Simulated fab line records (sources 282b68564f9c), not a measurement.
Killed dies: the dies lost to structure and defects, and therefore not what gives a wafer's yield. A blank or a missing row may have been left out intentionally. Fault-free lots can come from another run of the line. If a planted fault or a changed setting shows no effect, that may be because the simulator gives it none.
Which tool did it? + flow rit_cmos + 42 wafers sampled from 14 lots at 1 step of a route of 202

WHAT THE GAUGES SHOWED, per wafer
No reading from a measuring or inspecting step in the record can be judged against a usual standard deviation.

WHICH TOOL RAN EACH LOT (tool, then ch and the chambers of the sampled wafers, then the start)
| lot  | RIT_PRETRO_EXPOSE_03               |
|------|------------------------------------|
| L476 | iline_stepper-02 ch 0, day 2 14:37 |
| L477 | iline_stepper-02 ch 0, day 2 19:12 |
| L478 | iline_stepper-01 ch 0, day 3 00:28 |
| L479 | iline_stepper-01, day 3 03:26      |
| L480 | iline_stepper-02, day 3 08:42      |
| L489 | iline_stepper-01 ch 0, day 5 11:52 |
| L490 | iline_stepper-01 ch 0, day 5 19:04 |
| L493 | iline_stepper-01 ch 0, day 6 02:47 |
| L492 | iline_stepper-02 ch 0, day 6 03:29 |
| L495 | iline_stepper-01 ch 0, day 6 07:56 |
| L494 | iline_stepper-01 ch 0, day 6 08:07 |
| L496 | iline_stepper-01 ch 0, day 6 13:59 |
| L497 | iline_stepper-01 ch 0, day 6 19:33 |
| L499 | iline_stepper-01 ch 0, day 7 03:16 |
- RIT_PRETRO_EXPOSE_03: exposes mask M5, target cd 43700 nm.

AS READ BY THE TOOLS THEMSELVES (means over the sampled wafers that have a number; for cases with no such wafer, the mark the record gives instead)
RIT_PRETRO_EXPOSE_03. Usual: exposure_dose_mJ_cm2 250.07, standard deviation 0.23; focus_offset_nm -0.1 nm, standard deviation 0.5.
| lot  | tool             | exposure_dose_mJ_cm2 | focus_offset_nm (nm) | flag |
|------|------------------|----------------------|----------------------|------|
| L476 | iline_stepper-02 | 249.98               | -0.5                 |      |
| L477 | iline_stepper-02 | 250.20               | -0.4                 |      |
| L478 | iline_stepper-01 | 250.10               | 0.2                  |      |
| L479 | iline_stepper-01 | -                    | -                    | OFF  |
| L480 | iline_stepper-02 | -                    | -                    | OFF  |
| L489 | iline_stepper-01 | 250.26               | 0.2                  |      |
| L490 | iline_stepper-01 | 250.05               | 0.6                  |      |
| L493 | iline_stepper-01 | 250.12               | 0.1                  |      |
| L492 | iline_stepper-02 | 249.84               | 0.1                  |      |
| L495 | iline_stepper-01 | 249.99               | -0.3                 |      |
| L494 | iline_stepper-01 | 249.97               | 0.0                  |      |
| L496 | iline_stepper-01 | 250.06               | -0.0                 |      |
| L497 | iline_stepper-01 | 249.97               | 0.0                  |      |
| L499 | iline_stepper-01 | 250.16               | -0.0                 |      |

THE ANSWER, worked out from the rows above alone
Rule: a lot counts as off when the mean over its wafers that have a number is more than 3 standard deviations away from the usual mean. Also off: a lot with no number at a reading for which 4 or more lots have one. Any other lot the step has rows for is counted as sound. After the gauges, taken in route order, come the tools' own readings; for these a lot's mean is taken, as printed above. The first step at which some lot is off is used, and at that step the reading that is off furthest; a lot without a number counts as furthest.
Off: L479, L480, at RIT_PRETRO_EXPOSE_03 (exposure_dose_mJ_cm2). Without a number there: L479, L480.
A tool fits if, at that step or a process step before it, it ran every lot that is off, and no sound lot after the first of them. Of those tried, none fits.

WHAT THE SIMULATOR PUT IN
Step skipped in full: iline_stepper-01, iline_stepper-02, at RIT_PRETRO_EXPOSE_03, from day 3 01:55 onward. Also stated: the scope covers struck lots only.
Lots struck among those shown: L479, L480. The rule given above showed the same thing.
